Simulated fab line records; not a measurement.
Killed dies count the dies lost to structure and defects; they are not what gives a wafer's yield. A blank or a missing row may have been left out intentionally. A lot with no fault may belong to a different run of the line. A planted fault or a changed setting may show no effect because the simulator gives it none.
The tool behind it: which one? | flow berkeley_cmos170 | 38 wafers from 14 lots sampled at 5 of the route's 331 steps

WHAT THE GAUGES READ, wafer by wafer
UCB170_NSD_OVL_MEAS_07.
lot  | measured     | on         | NSD_OVL (nm)
L347 | day 6 21:38  | overlay-01 | -7 -4 -6
L346 | day 6 21:44  | overlay-02 | 13 4 3
L345 | day 6 22:02  | overlay-01 | 4 4 -2
L349 | day 7 11:34  | overlay-02 | 2 -1 1
L350 | day 7 11:53  | overlay-01 | 4 15 5
L348 | day 7 22:47  | overlay-02 | 12 -5 6
L351 | day 7 23:19  | overlay-02 | -6 -6 1
L352 | day 7 23:26  | overlay-01 | -4 9 -3
L355 | day 9 00:57  | overlay-02 | 1 4 -2
L354 | day 9 01:12  | overlay-01 | -3 -10 -6
L356 | day 9 07:25  | overlay-02 | -1 10 15
L359 | day 9 18:37  | overlay-01 | -9
L363 | day 10 16:22 | overlay-02 | 2
L364 | day 11 12:40 | overlay-01 | 2 -3 8

UCB170_M1_RS_MEAS_01: uses a four-point probe to measure.
lot  | measured     | on            | M1_AL_RS (ohm/sq)
L347 | day 7 05:22  | film_metro-04 | 0.0509 0.0505 0.0506
L346 | day 7 04:27  | film_metro-03 | 0.0509 0.0504 0.0513
L345 | day 7 06:24  | film_metro-01 | 0.0516 0.0513 0.0520
L349 | day 7 18:31  | film_metro-01 | 0.0514 0.0508 0.0513
L350 | day 7 20:46  | film_metro-04 | 0.0505 0.0507 0.0503
L348 | day 8 05:34  | film_metro-03 | 0.0501 0.0504 0.0503
L351 | day 8 06:38  | film_metro-01 | 0.0502 0.0501 0.0508
L352 | day 8 07:27  | film_metro-03 | 0.0510 0.0512 0.0507
L355 | day 9 10:47  | film_metro-04 | 0.0501 0.0495 0.0491
L354 | day 9 10:59  | film_metro-04 | 0.0509 0.0514 0.0511
L356 | day 9 16:22  | film_metro-01 | 0.0512 0.0507 0.0512
L359 | day 10 04:11 | film_metro-04 | 0.0474 0.0474
L363 | day 10 23:46 | film_metro-03 | 0.0465 0.0466
L364 | day 11 21:50 | film_metro-01 | 0.0501 0.0502 0.0502

UCB170_M1_THK_MEAS_02: measures by xrf.
lot  | measured     | on            | M1_AL_THK (nm)
L347 | day 7 05:29  | film_metro-04 | 560 566 567
L346 | day 7 04:34  | film_metro-03 | 566 572 561
L345 | day 7 06:31  | film_metro-01 | 551 556 547
L349 | day 7 18:38  | film_metro-01 | 553 563 553
L350 | day 7 20:52  | film_metro-04 | 568 571 566
L348 | day 8 05:41  | film_metro-03 | 570 567 569
L351 | day 8 06:46  | film_metro-01 | 571 570 563
L352 | day 8 07:34  | film_metro-03 | 562 559 565
L355 | day 9 10:54  | film_metro-04 | 573 582 583
L354 | day 9 11:05  | film_metro-04 | 564 561 562
L356 | day 9 16:29  | film_metro-01 | 556 562 558
L359 | day 10 08:50 | film_metro-04 | 605 601
L363 | day 11 03:33 | film_metro-03 | 616 615
L364 | day 11 21:56 | film_metro-01 | 573 571 571

WHAT TOOL EACH LOT RAN ON (gives the tool, then ch and the chambers of the sampled wafers, and finally the start)
lot  | UCB170_SILICIDE_SPUTTER_01   | UCB170_M1_SPUTTER_00
L347 | pvd_sputter-04, day 6 23:34  | pvd_sputter-02, day 7 05:17
L346 | pvd_sputter-02, day 6 23:43  | pvd_sputter-01, day 7 04:23
L345 | pvd_sputter-01, day 7 00:00  | pvd_sputter-01, day 7 06:19
L349 | pvd_sputter-02, day 7 13:34  | pvd_sputter-01, day 7 18:28
L350 | pvd_sputter-01, day 7 14:22  | pvd_sputter-02, day 7 20:40
L348 | pvd_sputter-01, day 8 00:42  | pvd_sputter-03, day 8 05:29
L351 | pvd_sputter-04, day 8 01:22  | pvd_sputter-01, day 8 06:34
L352 | pvd_sputter-02, day 8 01:25  | pvd_sputter-03, day 8 07:22
L355 | pvd_sputter-01, day 9 02:52  | pvd_sputter-03, day 9 10:42
L354 | pvd_sputter-04, day 9 03:06  | pvd_sputter-02, day 9 10:53
L356 | pvd_sputter-01, day 9 09:40  | pvd_sputter-03, day 9 16:19
L359 | pvd_sputter-01, day 9 20:58  | pvd_sputter-03, day 10 04:03
L363 | pvd_sputter-01, day 10 18:27 | pvd_sputter-03, day 10 23:39
L364 | pvd_sputter-01, day 11 14:53 | pvd_sputter-01, day 11 21:45
- UCB170_SILICIDE_SPUTTER_01: material Ti, target thk 30 nm, time 25 s.
- UCB170_M1_SPUTTER_00: material Al, target thk 600 nm, time 80 s.

WHAT THE TOOLS THEMSELVES READ (means of the sampled wafers that have a number; where no wafer has one, the mark that the record gives instead)
UCB170_SILICIDE_SPUTTER_01.
lot  | tool           | chamber_pressure_pa (Pa) | throttle_valve_pct (%)
L347 | pvd_sputter-04 | 0.5005                   | 30.1
L346 | pvd_sputter-02 | 0.5003                   | 30.0
L345 | pvd_sputter-01 | 0.5005                   | 31.7
L349 | pvd_sputter-02 | 0.5004                   | 29.0
L350 | pvd_sputter-01 | 0.4996                   | 30.9
L348 | pvd_sputter-01 | 0.5003                   | 31.0
L351 | pvd_sputter-04 | 0.4999                   | 30.4
L352 | pvd_sputter-02 | 0.5011                   | 29.1
L355 | pvd_sputter-01 | 0.4997                   | 31.5
L354 | pvd_sputter-04 | 0.4999                   | 30.3
L356 | pvd_sputter-01 | 0.5010                   | 31.3
L359 | pvd_sputter-01 | 0.5000                   | 30.9
L363 | pvd_sputter-01 | 0.4995                   | 32.7
L364 | pvd_sputter-01 | 0.4997                   | 31.5

UCB170_M1_SPUTTER_00.
lot  | tool           | chamber_pressure_pa (Pa) | throttle_valve_pct (%)
L347 | pvd_sputter-02 | 0.5012                   | 30.6
L346 | pvd_sputter-01 | 0.5006                   | 31.7
L345 | pvd_sputter-01 | 0.5006                   | 31.7
L349 | pvd_sputter-01 | 0.5004                   | 31.1
L350 | pvd_sputter-02 | 0.5004                   | 31.1
L348 | pvd_sputter-03 | 0.4986                   | 30.8
L351 | pvd_sputter-01 | 0.4999                   | 31.7
L352 | pvd_sputter-03 | 0.4998                   | 31.4
L355 | pvd_sputter-03 | 0.5000                   | 30.9
L354 | pvd_sputter-02 | 0.5008                   | 29.5
L356 | pvd_sputter-03 | 0.4996                   | 30.3
L359 | pvd_sputter-03 | 0.5014                   | 30.2
L363 | pvd_sputter-03 | 0.5001                   | 30.5
L364 | pvd_sputter-01 | 0.5000                   | 31.2

THE ANSWER, worked out from the rows above alone
Rule: usual is defined by the lots themselves. Put in order of their means at a reading, lots are off if they are a third of the lots or fewer, leave a main group of 4 or more, and stand apart from it by a gap of 3 or more times the standard deviation of the main group's means; of several such gaps the widest counts. A main group whose means are all the same, to the digits that the tables above print for the reading, isn't used. A lot without any number at a reading at which 4 lots or more have one is off too. All remaining lots with rows at the step are treated as sound. First the gauges in route order, then the tools' own readings, where a lot's mean is used as printed above. At the first step where some lot is off, the reading lying furthest off is the one used; lots without a number count as furthest.
Off: at UCB170_M1_RS_MEAS_01 (M1_AL_RS), L359, L363. The main group: mean 0.0507 ohm/sq, standard deviation 0.00053.
A tool fits if, at a process step before that reading, it ran every lot that is off, and no sound lot after the first of them. The gauges at UCB170_M1_RS_MEAS_01 are tried like those tools. One fits: pvd_sputter-03 at UCB170_M1_SPUTTER_00. Its last sound lot is L356 (day 9 16:19), its first lot that is off L359 (day 10 04:03): a fault that began between those two fits.

WHAT WAS PUT IN BY THE SIMULATOR
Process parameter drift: pvd_sputter-03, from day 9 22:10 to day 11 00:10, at UCB170_M1_SPUTTER_00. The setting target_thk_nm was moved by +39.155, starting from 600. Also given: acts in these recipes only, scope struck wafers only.
Struck lots among those shown: L359, L363. The same result came from the rule above.
